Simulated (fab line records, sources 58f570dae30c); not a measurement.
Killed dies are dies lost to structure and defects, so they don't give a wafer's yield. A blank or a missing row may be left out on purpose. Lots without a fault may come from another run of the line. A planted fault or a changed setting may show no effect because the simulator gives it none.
A struck lot beside a sound one | flow berkeley_cmos170 | 32 steps out of a route of 331
Sound: wafers L534.3, L534.5, L534.6. Struck: wafer L542.1. (L542.3, L542.6 of the same lot were not struck and are left out.) The cause comes at the end.
At each step with rows: each side's tool, then ch and its chambers, then its first start. Under that, the readings that differ: sound wafers | struck wafers | difference of the means | sigmas: that difference in standard deviations of wafers without a fault.
alike: readings whose means differ by less than 2 such deviations, and words and numbers that are the same on both sides. not compared: withheld readings, readings that some wafer has no value for, bounds like >300 that may hide the same value, and numbers for which the record gives no deviation and whose values overlap.
The two part at a step that has a row with sigmas, a row that says differs or no value, or rows on one side only. Numbers that don't overlap but have no deviation are shown without sigmas and don't part them. A reading that every wafer of one side lacks parts them only if that side has two wafers or more.

first, 6 steps without rows for these wafers: UCB170_V2_HMDS_06 (prime time 60 s); UCB170_V2_COAT_07 (resist thk 900 nm); UCB170_V2_SOFTBAKE_08 (time 60 s); UCB170_V2_EXPOSE_09 (exposes mask VIA2, target cd 700 nm); UCB170_V2_PEB_10; UCB170_V2_DEVELOP_11 (develop time 45 s).
UCB170_V2_CD_MEAS_12: target cd 700 nm.
  sound on cd_sem-02, day 8 12:01; struck on cd_sem-01, day 10 23:53
  alike: cd_nm
UCB170_V2_OVL_MEAS_13:
  sound on overlay-01, day 8 12:07; struck on overlay-01, day 11 00:01
  alike: V2_OVL
UCB170_V2_ETCH_14: etches SiO2 in CHF3/CF4/Ar, stops on Al, target depth 1250 nm, time 291 s.
  sound on rie_diel-04 ch 0,1,3, day 8 12:08; struck on rie_diel-03 ch 0, day 11 00:03
  reading                | sound          | struck | difference | sigmas
  throttle_valve_pct (%) | 6.89 6.83 6.79 | 7.14   | +0.30      | +2
  alike: drypump_motor_current_A, oes_product_au
  not compared: rf_hours_counter_h
UCB170_V2_STRIP_15: strips in O2.
  sound on plasma_asher-04 ch 0,1, day 8 12:20; struck on plasma_asher-01 ch 1, day 11 00:14
  reading                     | sound          | struck | difference                   | sigmas
  drypump_motor_current_A (A) | 5.63 5.62 5.73 | 5.97   | +0.31                        | +2
  rf_hours_counter_h (h)      | - - -          | 14     | no value on the sound wafers |
  alike: oes_product_au, strip_time_to_endpoint_s
UCB170_V2_CD_MEAS_90: target cd 700 nm.
  sound on cd_sem-02, day 8 12:27; struck on cd_sem-02, day 11 00:20
  alike: cd_nm
then, 1 step without rows for these wafers: UCB170_M3_PRE_CLEAN_00 (preclean etch time 60 s).
UCB170_M3_SPUTTER_01: material Al, target thk 900 nm, time 120 s.
  sound on pvd_sputter-04, day 8 12:36; struck on pvd_sputter-01, day 11 00:31
  reading                               | sound             | struck | difference | sigmas
  throttle_valve_pct (%)                | 28.9 31.1 30.3    | 32.1   | +2.0       | +2
  model.Al_of_M3_SPUTTER_01.thk_nm (nm) | 895.2 881.1 898.9 | 1258   | +366       |
  alike: chamber_pressure_pa
UCB170_M3_RS_MEAS_02: measures by four-point-probe.
  sound on film_metro-02, day 8 12:43; struck on film_metro-01, day 11 00:36
  reading           | sound                | struck | difference | sigmas
  M3_AL_RS (ohm/sq) | 0.0324 0.0328 0.0323 | 0.0229 | -0.0096    | -27
UCB170_M3_THK_MEAS_03: measures by xrf.
  sound on film_metro-02, day 8 12:49; struck on film_metro-01, day 11 00:43
  reading        | sound       | struck | difference | sigmas
  M3_AL_THK (nm) | 894 884 899 | 1258   | +366       | +33
then, 3 steps without rows for these wafers: UCB170_M3_HMDS_04 (prime time 60 s); UCB170_M3_COAT_05 (resist thk 900 nm); UCB170_M3_SOFTBAKE_06 (time 60 s).
UCB170_M3_STRIP_07: strips in O2.
  sound on plasma_asher-03 ch 0,1, day 8 13:31; struck on plasma_asher-01 ch 0, day 11 02:04
  reading                     | sound       | struck | difference                   | sigmas
  drypump_motor_current_A (A) | 4.8 4.8 5.1 | 5.9    | +1.0                         | +2
  rf_hours_counter_h (h)      | - - -       | 15     | no value on the sound wafers |
  alike: oes_product_au, strip_time_to_endpoint_s
then, 7 steps without rows for these wafers: UCB170_M3_STRIP_08 (strips KrF in DMSO, time 600 s); UCB170_M3_COAT_09; UCB170_M3_COAT_10 (resist thk 900 nm); UCB170_M3_SOFTBAKE_11 (time 60 s); UCB170_M3_EXPOSE_12 (exposes mask METAL3, target cd 700 nm); UCB170_M3_PEB_13; UCB170_M3_DEVELOP_14 (develop time 45 s).
UCB170_M3_CD_MEAS_15: target cd 700 nm.
  sound on cd_sem-02, day 8 15:01; struck on cd_sem-02, day 11 04:35
  alike: cd_nm
UCB170_M3_OVL_MEAS_16:
  sound on overlay-01, day 8 15:07; struck on overlay-02, day 11 04:43
  alike: M3_OVL
UCB170_M3_ETCH_17: etches BARC in N2/H2.
  sound on rie_diel-04 ch 0,1,2, day 8 15:08; struck on rie_diel-03 ch 0, day 11 04:44
  reading                | sound             | struck | difference | sigmas
  throttle_valve_pct (%) | 13.32 13.29 13.20 | 13.62  | +0.35      | +2
  alike: drypump_motor_current_A, h2_flow_sccm, oes_product_au
UCB170_M3_METAL_ETCH_18: etches Al in Cl2/BCl3, stops on SiO2, target depth 1170 nm, time 198.8 s.
  sound on rie_metal-04 ch 0,1, day 8 15:14; struck on rie_metal-04 ch 1, day 11 04:47
  reading                | sound             | struck | difference                   | sigmas
  oes_product_au (a.u.)  | 0.876 0.840 0.880 | 1.003  | +0.138                       | +9
  rf_hours_counter_h (h) | - - -             | 15     | no value on the sound wafers |
  alike: drypump_motor_current_A, throttle_valve_pct
UCB170_M3_STRIP_19: strips in O2.
  sound on plasma_asher-03 ch 0,1, day 8 15:24; struck on plasma_asher-01 ch 1, day 11 04:58
  reading                | sound | struck | difference                   | sigmas
  rf_hours_counter_h (h) | - - - | 15     | no value on the sound wafers |
  alike: drypump_motor_current_A, oes_product_au
UCB170_M3_PROBE_99:
  sound on prober-01, day 8 15:48; struck on prober-01, day 11 05:19
  reading                           | sound | struck | difference | sigmas
  model.etest.antenna_m3.over_limit | 0 0 0 | 1      | +1         |
  model.etest.antenna_m2.short      | 0 0 0 | 1      | +1         |
  model.etest.antenna_m3.short      | 0 0 0 | 1      | +1         |
  model.etest.antenna_m2.over_limit | 0 0 0 | 1      | +1         |

WHERE THEY PART
First at UCB170_V2_ETCH_14; last, within this record, at UCB170_M3_STRIP_19.

WHY: what the simulator had put in
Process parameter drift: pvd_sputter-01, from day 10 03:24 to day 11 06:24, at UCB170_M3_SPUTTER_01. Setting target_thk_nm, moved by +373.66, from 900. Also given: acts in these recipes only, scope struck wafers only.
